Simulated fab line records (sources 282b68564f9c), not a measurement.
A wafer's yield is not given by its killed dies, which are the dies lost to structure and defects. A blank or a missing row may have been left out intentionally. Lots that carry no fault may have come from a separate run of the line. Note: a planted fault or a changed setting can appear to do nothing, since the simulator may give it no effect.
fab line records ; flow ritCmos
record lots=15; wafers=45; lastDay=7
route steps=202 shown PSD@146
lots that met no fault: from a run of the same line without faults
startH: hours from the record's first day to the start of the lot's first wafer shown ; waitH: hours since the lot's step before ; " repeats the value in the row above ; L1.1+2: a single row standing in for several wafers ; - no value, or no start was given ; * or withheld: withheld ; < > ~ a bound
route shown NAME@n: a module of which the file shows steps, and the number in the route of the first ; usual: the fault-free wafers' mean and standard deviation ; same: alike in all rows ; chamber/n: place in a boat ; sites: the reading at each site ; _std_site: their standard deviation ; _edge_site: mean of outer sites minus mean of inner sites ; radiusMm: for every site, how far away it sits from the centre of the wafer ; mask NAME#n: copy n ; behind: tool/chamber where the wafer was last shaped ; hold: cause of the lot's hold/its duration in hours/its outcome ; device: names the non-switching transistor (n, p or np) ; end of line: the tests these same wafers got at the end of their route ; for a step that has no rows: nothing shown but its recipe ; killed: at the first sort, the dies lost to defects and structure; wafer yield is something else ; map: the dies of a wafer, with x for killed, . for not killed, _ for no die there
set.NAME: setting as actually run; set.NAME@STEP: the setting as run at that earlier step ; model.NAME: the simulator's own value behind a step, which no gauge read
a sample of lots followed through the steps of the route, with each step as a table and each wafer as a row
## steps
# step RIT_PSD_PEB_04
# recipe resist=NOVOLAK; tempC=withheld; timeS=withheld
# usual chillPlateTempC=*; exhaustPa=44.9/0.9
lot.wafer;tool;chamber;startH;waitH;chillPlateTempC;exhaustPa
L965.3;lithoTrack-03;0;51.19;0.1;*;44.9
L965.4;lithoTrack-03;0;51.19;0.1;*;45.9
L965.6;lithoTrack-03;0;51.19;0.1;*;45.4
L966.1;lithoTrack-04;0;53.28;0.1;*;44.9
L966.4;lithoTrack-04;0;53.28;0.1;*;45.2
L966.5;lithoTrack-04;0;53.28;0.1;*;45.3
L967.3;lithoTrack-03;0;57.38;0.1;*;44.9
L967.5;lithoTrack-03;0;57.38;0.1;*;45.5
L967.6;lithoTrack-03;0;57.38;0.1;*;44.2
L969.2;lithoTrack-01;0;67.51;0.1;*;46.0
L969.3;lithoTrack-01;0;67.51;0.1;*;46.0
L969.4;lithoTrack-01;0;67.51;0.1;*;45.8
L970.1;lithoTrack-01;0;75.19;0.1;*;45.6
L970.2;lithoTrack-01;0;75.19;0.1;*;45.1
L970.3;lithoTrack-01;0;75.19;0.1;*;44.3
L971.2;lithoTrack-03;0;78.37;0.1;*;43.1
L971.4;lithoTrack-03;0;78.37;0.1;*;44.0
L971.6;lithoTrack-03;0;78.37;0.1;*;42.9
L974.1;lithoTrack-04;0;92.83;0.1;*;45.0
L974.2;lithoTrack-04;0;92.83;0.1;*;45.7
L974.5;lithoTrack-04;0;92.83;0.1;*;45.7
L975.2;lithoTrack-03;0;98.57;0.1;*;44.1
L975.5;lithoTrack-03;0;98.57;0.1;*;45.6
L975.6;lithoTrack-03;0;98.57;0.1;*;45.7
L976.2;lithoTrack-01;0;108.91;0.1;*;45.4
L976.4;lithoTrack-01;0;108.91;0.1;*;46.2
L976.6;lithoTrack-01;0;108.91;0.1;*;45.7
L983.1;lithoTrack-03;-;137.77;0.1;-;-
L983.4;lithoTrack-03;-;137.77;0.1;-;-
L983.5;lithoTrack-03;-;137.77;0.1;-;-
L984.2;lithoTrack-03;-;144.19;0.1;-;-
L984.3;lithoTrack-03;-;144.19;0.1;-;-
L984.5;lithoTrack-03;-;144.19;0.1;-;-
L985.1;lithoTrack-01;-;147.05;0.1;-;-
L985.2;lithoTrack-01;-;147.05;0.1;-;-
L985.5;lithoTrack-01;-;147.05;0.1;-;-
L986.2;lithoTrack-03;0;154.71;0.1;*;45.6
L986.3;lithoTrack-03;0;154.71;0.1;*;45.8
L986.4;lithoTrack-03;0;154.71;0.1;*;46.1
L987.2;lithoTrack-04;0;157.56;0.1;*;45.4
L987.5;lithoTrack-04;0;157.56;0.1;*;46.0
L987.6;lithoTrack-04;0;157.56;0.1;*;45.6
L988.2;lithoTrack-01;0;163.57;0.1;*;44.7
L988.4;lithoTrack-01;0;163.57;0.1;*;43.3
L988.6;lithoTrack-01;0;163.57;0.1;*;44.9
## key
firstSign step=RIT_PSD_PEB_04; reading=toolRecord; direction=missing
effect none on later readings
metAt RIT_PSD_PEB_04
struckLots L983,L984,L985
sortLeftOut L983.1,L983.4,L983.5,L984.2,L984.3,L984.5,L985.1,L985.2,L985.5
testerLeftOut L983,L984,L985
onsetBetween 108.91 137.77
fault kind=skippedStepWhole; tool=lithoTrack-01,lithoTrack-03; chamber=-; onsetH=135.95; steps=RIT_PSD_PEB_04; scope=struckLotsOnly
# testerLeftOut: of these lots the tester's yield and bins aren't shown, on N5 and GAA mostly nor the transistor test; their killed dies are dies lost to structure and defects alone, not to doping, threshold or leakage, so they don't give the yield
# sortLeftOut: the simulated sort isn't trusted on such a fault, so these wafers' sort isn't shown, and their yield isn't known
